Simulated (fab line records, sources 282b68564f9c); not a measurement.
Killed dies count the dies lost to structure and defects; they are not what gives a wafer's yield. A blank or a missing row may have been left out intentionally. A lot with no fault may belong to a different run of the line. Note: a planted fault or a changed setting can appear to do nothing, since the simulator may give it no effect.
Matching of chambers | flow rit_cmos | RIT_ACTIVE_ETCH_13 on rie_diel-03 has 4 sister chambers
The step etches Si3N4 in SF6, stops on SiO2, time 210 s, target depth 210 nm. 8 wafers are shown with their chamber, then 8 later ones without.

== WAFERS WITH THEIR CHAMBER ==
wafer  | chamber | throttle_valve_pct (%) | oes_product_au (a.u.)
L608.5 | 1       | 7.54                   | 0.834
L612.1 | 2       | 7.42                   | 0.818
L613.4 | 3       | 7.52                   | 0.818
L613.6 | 2       | 7.42                   | 0.809
L614.2 | 1       | 7.56                   | 0.803
L614.4 | 0       | 7.55                   | 0.835
L614.6 | 3       | 7.53                   | 0.820
L618.1 | 0       | 7.55                   | 0.831

== WAFERS WHOSE CHAMBER IS MISSING ==
wafer  | throttle_valve_pct (%) | oes_product_au (a.u.)
L618.3 | 7.53                   | 0.792
L618.5 | 7.42                   | 0.818
L629.2 | 7.42                   | 0.802
L629.3 | 7.54                   | 0.794
L629.4 | 7.53                   | 0.818
L630.1 | 7.55                   | 0.832
L630.3 | 7.53                   | 0.817
L630.5 | 7.53                   | 0.821

== CHAMBER TAKEN BY EACH ==
wafer  | from the rows above          | in truth
L618.3 | can't be placed: 3 or 1 or 0 | 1
L618.5 | 2                            | 2
L629.2 | 2                            | 2
L629.3 | can't be placed: 1 or 3 or 0 | 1
L629.4 | can't be placed: 3 or 1      | 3
L630.1 | can't be placed: 0 or 1      | 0
L630.3 | can't be placed: 3 or 1      | 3
L630.5 | can't be placed: 3 or 1      | 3
Correctly placed: 2 of 8. Unplaceable from these rows: 6, with the true chamber sitting among the candidates in 6. Placed wrongly: 0.
How it was worked out, from the rows above alone: a wafer's distance from a chamber is the root of the sum, over the readings, of the square of ((its reading less the chamber's mean) divided by the reading's scatter). The wafer belongs to the nearest chamber; if the next one is less than 2 further off, it can't be placed. Each chamber's mean is taken over the wafers shown for it. The scatter: take each reading less its chamber's mean, square it, sum over the shown wafers, divide by the number of wafers less the number of chambers, and take the root.
